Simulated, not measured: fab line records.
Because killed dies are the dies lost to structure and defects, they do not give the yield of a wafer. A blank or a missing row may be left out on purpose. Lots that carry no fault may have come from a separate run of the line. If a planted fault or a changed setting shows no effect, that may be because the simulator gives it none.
Problem report in the 8D (eight disciplines) form, filled by code ; flow berkeley-cmos170 ; the parts of the form that need people (team, actions taken, sign-off) are left out

1. PROBLEM STATEMENT
chamber-o2-ppm at UCB170_SILICIDE_RTA_04 reads a mean of 61.987 on 6 wafers of 2 lots; wafers without a fault read 1.998 with a standard deviation of 0.024. So: +99 or more standard deviations from the usual mean.
The step: time 15 s.
First observed at day 11 14:11: wafer L386.2, on rtp-anneal-01. The record has a number at this step for 18 wafers belonging to 6 lots. Rule for "out" (also "out of limits"): further than 4 standard deviations from the usual mean. All remaining wafers that have a number are taken as sound.

2. WHAT THIS IS AND IS NOT
question;is;is not
which readings at this step;chamber-o2-ppm;lamp-power-pct, wafer_temp_C_max
which lots;L385, L386;L373, L376, L389, L392
which wafers of those lots;all that have a number;-
read on which tools;rtp-anneal-01;rtp-anneal-02
when;from day 11 14:11;"up to then (6 sound wafers); but 6 sound wafers of L389, L392 came after"

3. SUSPECTS, AND WHAT RULES EACH OUT
Counting: any tool at a process step up to the reading is kept as a suspect provided that every lot that is out went through it and no sound lot did after the first of them.
- rtp-anneal-01 at UCB170_SDANNEAL_RTA_00 (time 10 s): ruled out as a lasting fault. The sound lots L392, L389 went through it after L386, its earliest lot that is out (day 11 13:17).
- rtp-anneal-01 at UCB170_SDANNEAL_RTA_01 (time 5 s): ruled out as a lasting fault. The sound lots L392, L389 went through it after L386, its earliest lot that is out (day 11 13:22).
- rtp-anneal-01 at UCB170_SILICIDE_RTA_04 (time 15 s): kept. All lots that are out passed through it, beginning with L386 at day 11 14:11, and no sound lot followed; its final sound lot before that point was L376 at day 9 18:41. On those wafers its own readings are out: chamber-o2-ppm.
Remaining after the count: rtp-anneal-01 at UCB170_SILICIDE_RTA_04.

4. THE CAUSE (what the simulator had put in)
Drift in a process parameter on rtp-anneal-01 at UCB170_SILICIDE_RTA_04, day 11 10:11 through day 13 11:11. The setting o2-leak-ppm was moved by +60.
Counting left only this tool.

5. SEQUENCE OF EFFECTS, ordered by route
One row per reading whose mean, taken over the struck wafers that have a number, lies over 3 standard deviations from the usual. Only readings for which the record gives a usual standard deviation are gone through. hours: the time from each lot's start at the first step in this table that gives one to its start at this step, as a median over the lots. sigmas: the change in usual standard deviations.
hours;step;reading;usual;on struck wafers;change;sigmas
0;UCB170_SILICIDE_RTA_04;chamber-o2-ppm;1.998;61.987;+59.989;+99 or more
The process steps in it:
- UCB170_SILICIDE_RTA_04: time 15 s.

6. WHAT WOULD HAVE CAUGHT IT SOONER
The fault began at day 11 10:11; the first out-of-limits reading in this record came at day 11 14:11, 4 hours later.
